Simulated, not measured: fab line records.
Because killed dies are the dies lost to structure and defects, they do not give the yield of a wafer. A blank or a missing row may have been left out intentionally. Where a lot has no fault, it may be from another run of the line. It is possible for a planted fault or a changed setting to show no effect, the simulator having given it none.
Code-filled problem report in 8D (eight disciplines) form | flow berkeleyCmos170 | the parts of the form that need people (team, actions taken, sign-off) are left out

1. THE PROBLEM
Wafers without a fault read 120.0 W with a standard deviation of 0.32, while biasW at UCB170_M2_METAL_ETCH_18 averages 186.2 W across 3 wafers of 1 lot. That is +99 or more standard deviations from the usual mean.
The step: etches Al in Cl2/BCl3, stops on SiO2, target depth 1170 nm, time 195 s.
Seen first at day 11 16:43 on rieMetal-01, wafer L255.3. The record has a number at this step for 39 wafers belonging to 13 lots. Rule for "out", or "out of limits": more than 4 standard deviations from the usual mean. All remaining wafers that have a number are taken as sound.

2. WHAT IT IS AND WHAT IT IS NOT
question                    | is                     | is not
which readings at this step | biasW                  | drypumpMotorCurrentA, oesProductAu, throttleValvePct
which lots                  | L255                   | L243, L245, L246, L247, L249, L251, L252, L254, L261, L262, L263, L265
which wafers of those lots  | all that have a number | -
read on which tools         | rieMetal-01            | rieMetal-02, rieMetal-03
when                        | from day 11 16:43      | up to then (21 sound wafers); but 15 sound wafers of L254, L261, L262, L263, L265 came after

3. WHAT RULES OUT EACH SUSPECT
Counting: a tool at a process step up to the reading stays a suspect if it ran every lot that is out and no sound lot after the first of them.
- rieMetal-01 at UCB170_M2_METAL_ETCH_18 (etches Al in Cl2/BCl3, stops on SiO2, target depth 1170 nm, time 195 s): kept. It ran the lot that is out, L255 (day 11 16:43), and no sound lot after that; its last sound lot up to then is L252 (day 10 13:22). Out on those wafers are its own readings of biasW.
The count leaves rieMetal-01 at UCB170_M2_METAL_ETCH_18.

4. THE CAUSE (what the simulator had put in)
Process parameter drift: rieMetal-01, from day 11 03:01 on, at UCB170_M2_METAL_ETCH_18. A move of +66 in setting biasW, from 120. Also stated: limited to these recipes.
Counting left only this tool.

5. THE CHAIN OF EFFECTS, in route order
Rows list readings where the struck wafers' mean (over those with a number) sits beyond 3 standard deviations from the usual. Only readings whose record carries a usual standard deviation are examined. hours: median over the lots of the time between each lot's start at the first step of this table that gives one and its start at this step. sigmas: the change, counted in usual standard deviations.
hours | step                    | reading      | usual      | on struck wafers | change | sigmas
0     | UCB170_M2_METAL_ETCH_18 | biasW        | 120.0 W    | 186.2            | +66.2  | +99 or more
0     | UCB170_M2_STRIP_19      | oesProductAu | 0.549 a.u. | 0.438            | -0.111 | -6.5
Process steps it contains:
- UCB170_M2_METAL_ETCH_18: etches Al in Cl2/BCl3, stops on SiO2, target depth 1170 nm, time 195 s.
- UCB170_M2_STRIP_19: strips in O2.

6. HOW IT WOULD HAVE BEEN CAUGHT EARLIER
First out-of-limits reading in this record: day 11 16:43, which is 14 hours after fault onset at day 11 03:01.
